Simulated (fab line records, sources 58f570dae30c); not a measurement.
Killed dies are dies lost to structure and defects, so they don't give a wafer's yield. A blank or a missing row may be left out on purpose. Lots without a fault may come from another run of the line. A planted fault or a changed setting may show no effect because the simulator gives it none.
Which tool did it? | flow berkeley_cmos170 | 7 lots, 21 wafers sampled, at 2 steps of a route of 331

WHAT THE GAUGES READ, wafer by wafer
UCB170_PFIELD_TW_MEAS_09.
lot  | measured    | on            | PFIELD_TW
L795 | day 4 20:44 | film_metro-04 | 591 592 592
L803 | day 6 14:59 | film_metro-01 | 564 563 564
L806 | day 7 06:04 | film_metro-04 | 594 592 594
L807 | day 7 20:16 | film_metro-01 | 600 602 603
L812 | day 8 12:13 | film_metro-03 | 603 605 605
L814 | day 9 05:49 | film_metro-03 | 605 599 603
L817 | day 9 22:41 | film_metro-04 | 596 593 596

WHICH TOOL RAN EACH LOT (tool, then ch and the chambers of the sampled wafers, then the start)
lot  | UCB170_PFIELD_IMPLANT_07
L795 | implanter-01 ch 0, day 4 20:29
L803 | implanter-03 ch 0, day 6 14:44
L806 | implanter-01 ch 0, day 7 05:52
L807 | implanter-02 ch 0, day 7 20:01
L812 | implanter-01 ch 0, day 8 11:58
L814 | implanter-02 ch 0, day 9 05:35
L817 | implanter-01 ch 0, day 9 22:28
- UCB170_PFIELD_IMPLANT_07

THE ANSWER, worked out from the rows above alone
Rule: what is usual is taken from the lots themselves. Put in order of their means at a reading, lots are off if they are a third of the lots or fewer, leave a main group of 4 or more, and stand apart from it by a gap of 3 or more times the standard deviation of the main group's means; of several such gaps the widest counts. A main group whose means are all the same, to the digits that the tables above print for the reading, isn't used. A lot without any number at a reading at which 4 lots or more have one is off too. The other lots that the step has rows for count as sound.
Off: L803, at UCB170_PFIELD_TW_MEAS_09 (PFIELD_TW). The main group: mean 598, standard deviation 4.9.
A tool fits if, at a process step before that reading, it ran every lot that is off, and no sound lot after the first of them. The gauges at UCB170_PFIELD_TW_MEAS_09 are tried like those tools. One fits: implanter-03 at UCB170_PFIELD_IMPLANT_07. It ran no sound lot before its first lot that is off in this sample, so the start can't be narrowed down.

WHAT THE SIMULATOR HAD PUT IN
Process parameter drift: implanter-03, from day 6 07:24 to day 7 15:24, at UCB170_PFIELD_IMPLANT_07. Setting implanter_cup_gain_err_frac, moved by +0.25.
Lots struck among those shown: L803. The rule above found the same.
